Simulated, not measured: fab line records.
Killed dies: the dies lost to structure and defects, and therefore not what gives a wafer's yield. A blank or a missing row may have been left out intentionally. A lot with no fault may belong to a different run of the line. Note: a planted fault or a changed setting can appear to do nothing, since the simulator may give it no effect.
Problem report, 8D (eight disciplines) form, completed by code / flow ritCmos / the parts of the form that need people (team, actions taken, sign-off) are left out

== 1. PROBLEM STATEMENT ==
At RIT_CONTACT_CLEAN_13, tempC averages 79.24 C over 9 wafers from 3 lots, while fault-free wafers read 74.99 C, standard deviation 0.11. Relative to the usual mean, that is a shift of +39 standard deviations.
The step: cleans in SC1, time 600 s.
Earliest sighting: wafer L523.1 on wetBench-01 at day 4 15:56. Wafers with a number at this step in the record: 45, from 15 lots. By rule, "out" or "out of limits" means more than 4 standard deviations away from the usual mean. Any other wafer with a number is counted as sound.

== 2. WHAT IT IS AND WHAT IT IS NOT ==
question=which readings at this step | is=tempC, bathGuardTempC | is not=-
question=which lots | is=L523, L526, L527 | is not=L516, L517, L518, L521, L525, L531, L532, L534, L535, L537, L538, L539
question=which wafers of those lots | is=all that have a number | is not=-
question=read on which tools | is=wetBench-01 | is not=wetBench-02, wetBench-03
question=when | is=from day 4 15:56 | is not=up to then (12 sound wafers); but 24 sound wafers of L525, L531, L532, L534, L535, L537, L538, L539 came after

== 3. THE SUSPECTS, EACH WITH WHAT RULES IT OUT ==
Counting: any tool at a process step up to the reading is kept as a suspect provided that every lot that is out went through it and no sound lot did after the first of them.
- wetBench-01 at RIT_CONTACT_CLEAN_13 (cleans in SC1, time 600 s): kept. It ran every lot that is out, first L523 (day 4 15:56), and no sound lot after that; its last sound lot up to then is L517 (day 3 13:54). On those wafers its own readings are out: bathGuardTempC, tempC.
Left after counting: wetBench-01 at RIT_CONTACT_CLEAN_13.

== 4. THE CAUSE (what the simulator had put in) ==
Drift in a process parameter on wetBench-01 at RIT_CONTACT_CLEAN_13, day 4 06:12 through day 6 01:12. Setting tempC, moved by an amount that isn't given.
Only this tool survived the counting.

== 5. SEQUENCE OF EFFECTS, ordered by route ==
Each row: a reading where the mean over the struck wafers with a number is more than 3 standard deviations away from the usual. Only readings for which the record gives a usual standard deviation are gone through. hours: the time from each lot's start at the first step in this table that gives one to its start at this step, as a median over the lots. sigmas: the change in usual standard deviations.
hours=0; step=RIT_CONTACT_CLEAN_13; reading=bathGuardTempC; usual=75.1 C; on struck wafers=79.7; change=+4.6; sigmas=+9.3
hours=0; step=RIT_CONTACT_CLEAN_13; reading=tempC; usual=74.99 C; on struck wafers=79.24; change=+4.25; sigmas=+39
Here are the process steps it includes:
- RIT_CONTACT_CLEAN_13: cleans in SC1, time 600 s.

== 6. WHAT WOULD HAVE CAUGHT IT SOONER ==
10 hours passed between the start of the fault at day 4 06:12 and the first reading out of limits in this record, taken at day 4 15:56.
